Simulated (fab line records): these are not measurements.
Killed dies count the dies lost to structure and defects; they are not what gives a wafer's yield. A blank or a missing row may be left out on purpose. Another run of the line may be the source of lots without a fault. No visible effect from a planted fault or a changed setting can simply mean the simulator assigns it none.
fab line records	flow ritCmos
record lots=6	wafers=18	lastDay=7
route steps=202 shown M1@184
lots that met no fault: taken from a fault-free run of the same line
startH: hours from the record's opening day to when the first of the lot's shown wafers began	waitH: hours elapsed since this lot's preceding step	" unchanged from the row above	L1.1+2: a row that stands for several wafers	- no value, or no start was given	* or withheld: withheld	< > ~ a bound
route shown NAME@n: names a module that has steps shown in the file, with the first one's number in the route	usual: the fault-free wafers' mean and standard deviation	same: alike in all rows	chamber/n: place in a boat	sites: readings site by site	_std_site: the values' standard deviation	_edge_site: the outer-site mean with the inner-site mean subtracted	radiusMm: for every site, how far away it sits from the centre of the wafer	mask NAME#n: copy n	behind: the tool/chamber that last shaped the wafer	hold: reason for holding the lot/hours on hold/outcome of the hold	device: the n, p or np transistor that did not switch	end of line: the route-end tests of the same wafers	for a step that has no rows: nothing shown but its recipe	killed: not the wafer's yield, but the dies lost to structure and defects at the first sort	map: dies across one wafer; x = killed, . = not, _ = none there
set.NAME: the run value of the setting; set.NAME@STEP: its run value at that earlier step	model.NAME: the simulator's own value behind a step, which no gauge read
lots seen at some steps along the route; tables by step, rows by wafer
services: when a tool's chamber went out of use (startH, in hours from the record's first day, below 0 if earlier), for how many hours, and the reason
## steps
# step RIT_M1_SPUTTER_00
# recipe material=Al	targetThkNm=400	powerW=2000	chamberPressurePa=0.4	gas=Ar	timeS=500	substrateTempC=25
# usual throttleValvePct=30.6/0.8
lot.wafer	tool	chamber	startH	waitH	throttleValvePct
L934.3	pvdSputter-04	-	61.11	0.0	30.2
L934.5	"	-	"	"	30.0
L934.6	"	-	"	"	31.3
L943.2	pvdSputter-01	-	108.09	0.0	31.8
L943.4	"	-	"	"	31.7
L943.6	"	-	"	"	30.3
L945.1	pvdSputter-01	-	119.21	0.0	31.5
L945.3	"	-	"	"	30.9
L945.4	"	-	"	"	31.8
L951.2	pvdSputter-01	-	155.32	0.0	31.9
L951.4	"	-	"	"	30.0
L951.5	"	-	"	"	31.8
L952.3	pvdSputter-02	-	160.96	0.0	29.4
L952.5	"	-	"	"	29.4
L952.6	"	-	"	"	29.4
L953.2	pvdSputter-01	-	167.94	0.0	31.7
L953.5	"	-	"	"	30.4
L953.6	"	-	"	"	31.2
# step RIT_M1_RS_MEAS_01
# recipe thkMeasGauge=four-point-probe	reads=Al_of_M1_SPUTTER_00
# usual M1_AL_RS=0.0737/0.001
lot.wafer	tool	chamber	startH	waitH	M1_AL_RS[ohm/sq]
L934.3	filmMetro-02	-	61.44	0.2	0.0733
L934.5	"	-	"	"	0.0737
L934.6	"	-	"	"	0.0738
L943.2	filmMetro-04	-	108.40	0.2	0.0732
L943.4	"	-	"	"	0.0742
L943.6	"	-	"	"	0.0740
L945.1	filmMetro-01	-	119.50	0.1	0.0740
L945.3	"	-	"	"	0.0744
L945.4	"	-	"	"	0.0733
L951.2	filmMetro-02	-	155.64	0.2	0.0736
L951.4	"	-	"	"	0.0730
L951.5	"	-	"	"	0.0734
L952.3	filmMetro-01	-	161.30	0.2	0.0742
L952.5	"	-	"	"	0.0741
L952.6	"	-	"	"	0.0738
L953.2	filmMetro-04	-	168.26	0.2	0.0734
L953.5	"	-	"	"	0.0733
L953.6	"	-	"	"	0.0741
# step RIT_M1_THK_MEAS_02
# recipe thkMeasGauge=xrf	reads=Al_of_M1_SPUTTER_00
# usual M1_AL_THK=399/5.7
lot.wafer	tool	chamber	startH	waitH	M1_AL_THK[nm]
L934.3	filmMetro-02	-	61.54	0.1	399
L934.5	"	-	"	"	402
L934.6	"	-	"	"	397
L943.2	filmMetro-04	-	108.51	0.1	399
L943.4	"	-	"	"	395
L943.6	"	-	"	"	396
L945.1	filmMetro-01	-	119.62	0.1	398
L945.3	"	-	"	"	398
L945.4	"	-	"	"	404
L951.2	filmMetro-02	-	155.75	0.1	401
L951.4	"	-	"	"	405
L951.5	"	-	"	"	404
L952.3	filmMetro-01	-	161.40	0.1	399
L952.5	"	-	"	"	399
L952.6	"	-	"	"	397
L953.2	filmMetro-04	-	168.37	0.1	400
L953.5	"	-	"	"	399
L953.6	"	-	"	"	397
# step RIT_M1_HMDS_03
# recipe primeTimeS=60	primeTempC=140
# step RIT_M1_COAT_04
# recipe resist=NOVOLAK	spinRpm=2000	resistThkNm=1281
# step RIT_M1_SOFTBAKE_05
# recipe resist=NOVOLAK	tempC=90	timeS=60
# step RIT_M1_EXPOSE_06
# recipe maskId=M12	na=0.6	sourceShape=conventional	sigmaOuter=0.5	targetCdNm=2600	doseMj=250
# step RIT_M1_PEB_07
# recipe resist=NOVOLAK	tempC=withheld	timeS=withheld
# step RIT_M1_DEVELOP_08
# recipe resist=NOVOLAK	developTimeS=68	devTempC=23
# step RIT_M1_CD_MEAS_09
# recipe targetCdNm=2600
# usual cdNm=2600.3/2.1
lot.wafer	tool	chamber	startH	waitH	cdNm
L934.3	cdSem-01	-	62.50	-	2601.6
L934.5	"	-	"	"	2598.5
L934.6	"	-	"	"	2601.7
L943.2	cdSem-02	-	109.58	-	2595.0
L943.4	"	-	"	"	2594.5
L943.6	"	-	"	"	2595.5
L945.1	cdSem-01	-	120.69	-	2601.0
L945.3	"	-	"	"	2600.5
L945.4	"	-	"	"	2603.4
L951.2	cdSem-02	-	156.80	-	2601.6
L951.4	"	-	"	"	2602.0
L951.5	"	-	"	"	2602.4
L952.3	cdSem-02	-	162.53	-	2599.9
L952.5	"	-	"	"	2600.2
L952.6	"	-	"	"	2599.7
L953.2	cdSem-02	-	169.33	-	2599.4
L953.5	"	-	"	"	2600.7
L953.6	"	-	"	"	2599.7
# step RIT_M1_OVL_MEAS_10
# usual M1_OVL=0.2/1.3
lot.wafer	tool	chamber	startH	waitH	M1_OVL[nm]
L934.3	overlay-02	-	62.60	0.1	-0.9
L934.5	"	-	"	"	3.3
L934.6	"	-	"	"	-0.8
L943.2	overlay-02	-	109.69	0.1	0.5
L943.4	"	-	"	"	-0.8
L943.6	"	-	"	"	1.1
L945.1	overlay-02	-	120.81	0.1	0.7
L945.3	"	-	"	"	0.8
L945.4	"	-	"	"	-0.4
L951.2	overlay-02	-	156.90	0.1	2.7
L951.4	"	-	"	"	2.1
L951.5	"	-	"	"	2.0
L952.3	overlay-02	-	162.62	0.1	-0.9
L952.5	"	-	"	"	-0.7
L952.6	"	-	"	"	0.8
L953.2	overlay-01	-	169.44	0.1	1.3
L953.5	"	-	"	"	1.5
L953.6	"	-	"	"	-1.3
# step RIT_M1_HARDBAKE_11
# recipe resist=NOVOLAK	tempC=140	timeS=120
# step RIT_M1_METAL_ETCH_12
# recipe stopOn=SiO2	chemistry=Cl2/BCl3	target=Al	timeS=165	overEtchFrac=0.5	pressureMtorr=100	targetDepthA=6000	rfW=250	Cl2_flow_sccm=60	bcl3FlowSccm=50
# usual drypumpMotorCurrentA=5.5/0.54	oesProductAu=0.772/0.011	runLengthS=193.9/0.99	throttleValvePct=8.30/0.15
lot.wafer	tool	chamber	startH	waitH	drypumpMotorCurrentA	oesProductAu	rfHoursCounterH	runLengthS	throttleValvePct	model.NOVOLAK_of_M1_COAT_04.thkNm	model.SiO2_of_CONTACT_CVD_00.thkNm	model.M1.featureDepthNm
L934.3	rieMetal-01	1	62.95	0.2	4.8	0.765	-	193.7	8.50	799	367.4	432.8
L934.5	"	1	"	"	4.8	0.760	-	193.6	8.51	793.9	372.3	430.2
L934.6	"	0	"	"	5.2	0.780	-	193.7	8.31	791.9	372.4	430.3
L943.2	rieMetal-02	1	109.97	0.2	6.1	0.773	4	193.9	8.09	790	353.9	434.3
L943.4	"	1	"	"	6.1	0.771	-	194.4	8.07	787.2	362.2	429.7
L943.6	"	0	"	"	6.5	0.766	-	193.2	8.26	790	355.9	429.9
L945.1	rieMetal-01	0	121.09	0.2	5.2	0.770	1	193.7	8.32	783.3	355.4	430
L945.3	"	0	"	"	5.2	0.773	-	194.3	8.32	786	366.7	427.6
L945.4	"	1	"	"	4.8	0.764	-	194.1	8.48	794.1	369.1	433.3
L951.2	rieMetal-01	0	157.18	0.2	5.2	0.674	2	239.9	8.33	699.2	355.5	441.4
L951.4	"	0	"	"	5.1	0.684	-	240.0	8.34	702.3	359.6	444.7
L951.5	"	1	"	"	4.8	0.764	-	193.3	8.51	795.7	371.4	433
L952.3	rieMetal-03	1	162.95	0.2	5.8	0.785	-	193.0	8.33	803.4	356.6	427.7
L952.5	"	1	"	"	5.8	0.781	-	193.1	8.33	803.7	367.6	427.9
L952.6	"	0	"	"	5.7	0.796	-	193.5	8.10	803.5	368.6	429.4
L953.2	rieMetal-01	0	169.72	0.2	5.2	0.685	2	239.8	8.33	688.5	346.2	442.4
L953.5	"	0	"	"	5.1	0.678	-	239.9	8.31	691.7	355.2	444
L953.6	"	1	"	"	4.8	0.773	-	193.5	8.51	788.6	362.4	429.4
# step RIT_M1_STRIP_13
# recipe chemistry=nmp	resist=NOVOLAK	tempC=80	timeS=600	dry=n2Spin
# step RIT_M1_PROBE_99
# usual defectLimitedYield=97.4/1.1	killedAtContacts=0.0/0.2	killedAtFrontEnd=7.0/2.8	killedDies=7.0/2.8	killedOpen=3.4/1.9	killedShort=3.6/2	sort_bin_3_pad_short=0.1/0.25	sort_bin_5_function=1.5/0.7	sort_bin_6_memory=1.0/0.64	sortNPass=257.0/2.8	sortYieldPct=97.4/1.1
# same grossDies=264	killed_at_M0_to_M3=0	killed_at_M4_up=0	killedAtBackSide=0	killedAtOther=0
lot.wafer	tool	chamber	startH	waitH	defectLimitedYield[%]	killedAtContacts	killedAtFrontEnd	killedDies	killedOpen	killedShort	sort_bin_3_pad_short[%]	sort_bin_5_function[%]	sort_bin_6_memory[%]	sortNPass	sortYieldPct[%]	model.etest.antennaM1.vtShiftV
L934.3	prober-01	-	65.26	0.2	94.3	1	14	15	11	4	0	3.0	2.7	249.0	94.3	-0.01035
L934.5	prober-01	-	65.36	0.2	97.0	0	8	8	6	2	0.4	1.5	1.1	256.0	97.0	-0.007044
L934.6	prober-01	-	65.41	0.2	95.8	1	10	11	6	5	0	1.9	2.3	253.0	95.8	-0.01003
L943.2	prober-01	-	112.27	0.1	95.1	0	13	13	7	6	1.1	1.5	2.3	251.0	95.1	-0.01349
L943.4	prober-01	-	112.37	0.2	97.0	0	8	8	7	1	0	1.9	1.1	256.0	97.0	-0.01009
L943.6	prober-01	-	112.47	0.2	97.3	0	7	7	3	4	0	1.9	0.8	257.0	97.3	-0.01309
L945.1	prober-01	-	123.36	0.1	95.5	0	12	12	6	6	0	1.5	3.0	252.0	95.5	-0.009391
L945.3	prober-01	-	123.46	0.2	96.6	0	9	9	4	5	0	1.5	1.9	255.0	96.6	-0.0117
L945.4	prober-01	-	123.51	0.2	96.6	0	9	9	4	5	0	1.5	1.9	255.0	96.6	-0.01172
L951.2	prober-01	-	159.49	0.1	97.7	0	6	6	3	3	0	0.8	1.5	258.0	97.7	-0.01999
L951.4	prober-01	-	159.59	0.2	99.2	0	2	2	2	0	0	0.4	0.4	262.0	99.2	-0.01759
L951.5	prober-01	-	159.64	0.2	98.1	0	5	5	2	3	0	1.9	0	259.0	98.1	-0.01137
L952.3	prober-02	-	165.24	0.2	97.3	0	7	7	4	3	0	1.9	0.8	257.0	97.3	-0.009134
L952.5	prober-02	-	165.34	0.2	97.3	0	7	7	2	5	0	1.5	1.1	257.0	97.3	-0.01081
L952.6	prober-02	-	165.39	0.2	97.3	0	7	7	6	1	0.4	0.8	1.5	257.0	97.3	-0.0112
L953.2	prober-01	-	172.02	0.1	97.3	0	7	7	3	4	0.4	2.3	0	257.0	97.3	-0.02213
L953.5	prober-01	-	172.17	0.2	97.7	0	6	6	2	4	0	1.1	1.1	258.0	97.7	-0.02151
L953.6	prober-01	-	172.22	0.2	98.5	0	4	4	2	2	0	1.1	0.4	260.0	98.5	-0.007934
# killed by level:class
L934.3 GATE:geometricParticle:open=3 REOX:geometricParticle:open=3 SPACER:geometricParticle:open=3 FOX1:geometricParticle:open=1 GATE:geometricParticle:short=1 REOX:geometricParticle:short=1 SPACER:geometricParticle:short=1 SILICIDE:geometricParticle:open=1
L934.5 GATE:geometricParticle:open=3 GATE:geometricParticle:short=2 REOX:geometricParticle:open=1 SPACER:geometricParticle:open=1 SILICIDE:geometricParticle:open=1
L934.6 SPACER:geometricParticle:short=4 REOX:geometricParticle:open=3 FOX1:geometricParticle:open=1 GATE:geometricParticle:short=1 SPACER:geometricParticle:open=1 CONTACT:geometricParticle:open=1
L943.2 FOX2:geometricParticle:open=3 GATE:geometricParticle:short=2 GATE:geometricParticle:open=2 REOX:geometricParticle:short=2 FOX2:geometricParticle:short=1 SPACER:geometricParticle:open=1 SILICIDE:geometricParticle:short=1 SILICIDE:geometricParticle:open=1
L943.4 GATE:geometricParticle:open=3 SILICIDE:geometricParticle:open=3 FOX2:geometricParticle:open=1 REOX:geometricParticle:short=1
L943.6 SILICIDE:geometricParticle:open=2 SILICIDE:geometricParticle:short=2 GATE:geometricParticle:short=1 REOX:geometricParticle:short=1 SPACER:geometricParticle:open=1
L945.1 GATE:geometricParticle:short=3 FOX2:geometricParticle:open=2 FOX2:geometricParticle:short=2 FOX1:geometricParticle:short=1 GATE:geometricParticle:open=1 REOX:geometricParticle:open=1 SPACER:geometricParticle:open=1 SILICIDE:geometricParticle:open=1
L945.3 REOX:geometricParticle:short=5 FOX1:geometricParticle:open=3 SILICIDE:geometricParticle:open=1
L945.4 REOX:geometricParticle:short=3 FOX1:geometricParticle:open=1 FOX2:geometricParticle:open=1 GATE:geometricParticle:open=1 GATE:geometricParticle:short=1 REOX:geometricParticle:open=1 SILICIDE:geometricParticle:short=1
L951.2 SILICIDE:geometricParticle:short=2 FOX2:geometricParticle:open=1 GATE:geometricParticle:open=1 REOX:geometricParticle:open=1 SPACER:geometricParticle:short=1
L951.4 REOX:geometricParticle:open=1 SPACER:geometricParticle:open=1
L951.5 SPACER:geometricParticle:short=2 GATE:geometricParticle:open=1 GATE:geometricParticle:short=1 SILICIDE:geometricParticle:open=1
L952.3 FOX1:geometricParticle:open=2 REOX:geometricParticle:short=2 REOX:geometricParticle:open=1 SILICIDE:geometricParticle:open=1 SILICIDE:geometricParticle:short=1
L952.5 FOX1:geometricParticle:short=2 REOX:geometricParticle:open=2 REOX:geometricParticle:short=2 GATE:geometricParticle:short=1
L952.6 REOX:geometricParticle:open=3 SILICIDE:geometricParticle:open=2 GATE:geometricParticle:open=1 GATE:geometricParticle:short=1
L953.2 GATE:geometricParticle:short=3 GATE:geometricParticle:open=3 SILICIDE:geometricParticle:short=1
L953.5 GATE:geometricParticle:short=2 FOX1:geometricParticle:short=1 FOX1:geometricParticle:open=1 REOX:geometricParticle:open=1 REOX:geometricParticle:short=1
L953.6 GATE:geometricParticle:open=2 GATE:geometricParticle:short=1 SILICIDE:geometricParticle:short=1
## services
tool	chamber	startH	hours	kind
rieMetal-02	1	39.30	4.3	repair
pvdSputter-01	-	92.25	0.8	repair
rieMetal-03	-	104.26	0.8	repair
rieMetal-03	-	136.12	20.0	pm
rieMetal-03	0	136.12	20.0	ventCycle
rieMetal-03	1	136.12	20.0	ventCycle
rieMetal-02	-	147.33	28.1	pm
rieMetal-03	-	156.12	1.4	pm
rieMetal-03	0	156.12	-	clean
rieMetal-03	1	156.12	-	clean
pvdSputter-01	-	168.31	7.6	repair
## key
firstSign step=RIT_M1_METAL_ETCH_12	reading=runLengthS	direction=up	sigmas=46	usual=*	struck=*
effect step=RIT_M1_METAL_ETCH_12	reading=oesProductAu	direction=down	sigmas=8.2	usual=0.772	struck=0.680
modelEffect step=RIT_M1_METAL_ETCH_12	value=NOVOLAK_of_M1_COAT_04.thkNm	without=788.6	struck=695.4
modelEffect step=RIT_M1_PROBE_99	value=etest.antennaM1.vtShiftV	without=-0.01181	struck=-0.02031
metAt RIT_M1_METAL_ETCH_12
struckWafers L951.2,L951.4,L953.2,L953.5
onsetBetween 121.09 157.18
fault kind=processParameterDrift	tool=rieMetal-01	chamber=0	onsetH=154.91	steps=RIT_M1_METAL_ETCH_12	channel=timeS	offset=*	shape=step	endH=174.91	stated=*
